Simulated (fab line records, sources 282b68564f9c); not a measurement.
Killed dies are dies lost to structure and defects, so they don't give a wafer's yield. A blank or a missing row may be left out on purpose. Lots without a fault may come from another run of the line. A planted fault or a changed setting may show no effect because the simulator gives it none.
Problem report in the 8D (eight disciplines) form, filled by code | flow rit_cmos | the parts of the form that need people (team, actions taken, sign-off) are left out

1. THE PROBLEM
NSD_TW at RIT_NSD_TW_MEAS_10 reads a mean of 2870 on 9 wafers of 3 lots; wafers without a fault read 3058 with a standard deviation of 36. That is -5.2 standard deviations from the usual mean.
First seen on wafer L705.1, day 6 12:11, on film_metro-04. The record holds 45 wafers of 15 lots with a number at this step. Rule for "out", or "out of limits": more than 4 standard deviations from the usual mean. The other wafers with a number count as sound.

2. WHAT IT IS AND WHAT IT IS NOT
question                    | is                           | is not
which readings at this step | NSD_TW                       | -
which lots                  | L705, L706, L707             | L689, L690, L691, L692, L693, L694, L695, L696, L697, L698, L710, L712
which wafers of those lots  | all that have a number       | -
read on which gauges        | film_metro-02, film_metro-04 | film_metro-03
when                        | from day 6 12:11             | up to then (30 sound wafers); but 6 sound wafers of L710, L712 came after

3. SUSPECTS, AND WHAT RULES EACH OUT
Counting: a tool at a process step up to the reading stays a suspect if it ran every lot that is out and no sound lot after the first of them.
- the gauge at RIT_NSD_TW_MEAS_10: ruled out. The wafers that are out were read on 2 gauges (film_metro-02, film_metro-04).
- implanter-03 at RIT_NSD_IMPLANT_08: kept. It ran every lot that is out, first L705 (day 6 11:51), and no sound lot after that; its last sound lot up to then is L698 (day 5 06:27). Its own readings are out on those wafers: dose_ions_cm2, faraday_current_uA.
Left after counting: implanter-03 at RIT_NSD_IMPLANT_08.

4. THE CAUSE (what the simulator had put in)
Process parameter drift: implanter-03, from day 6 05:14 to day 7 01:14, at RIT_NSD_IMPLANT_08. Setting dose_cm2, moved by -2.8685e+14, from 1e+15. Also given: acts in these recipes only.
Counting left only this tool.

5. THE CHAIN OF EFFECTS, in route order
Each row: a reading whose mean over the struck wafers that have a number lies more than 3 standard deviations from the usual. Only readings for which the record gives a usual standard deviation are gone through. hours: the time from each lot's start at the first step in this table that gives one to its start at this step, as a median over the lots. sigmas: the change in usual standard deviations.
hours | step                    | reading            | usual       | on struck wafers | change | sigmas
0     | RIT_NSD_IMPLANT_08      | dose_ions_cm2      | 1e+15       | 7e+14            | -3e+14 | -99 or more
0     | RIT_NSD_IMPLANT_08      | faraday_current_uA | 3119        | 2236             | -883   | -15
0     | RIT_NSD_TW_MEAS_10      | NSD_TW             | 3058        | 2870             | -188   | -5.2
2     | RIT_SDANNEAL_RS_MEAS_05 | NSD_RS             | 84.6 ohm/sq | 111.0            | +26.4  | +82
The process steps in it:
- RIT_NSD_IMPLANT_08

6. WHAT WOULD HAVE CAUGHT IT SOONER
In this record the first reading out of limits at a measuring or inspecting step was taken at day 6 12:11, 7 hours after the fault began at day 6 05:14.
The tool's own readings at RIT_NSD_IMPLANT_08 were out on every struck wafer that the step has a row for (dose_ions_cm2, faraday_current_uA): an alarm limit on them would have fired on the first of those.
Of the lots that are out (3), L706, L707 began RIT_NSD_IMPLANT_08 on implanter-03 after day 6 12:11. A hold on the tool at that time would have spared those 2.
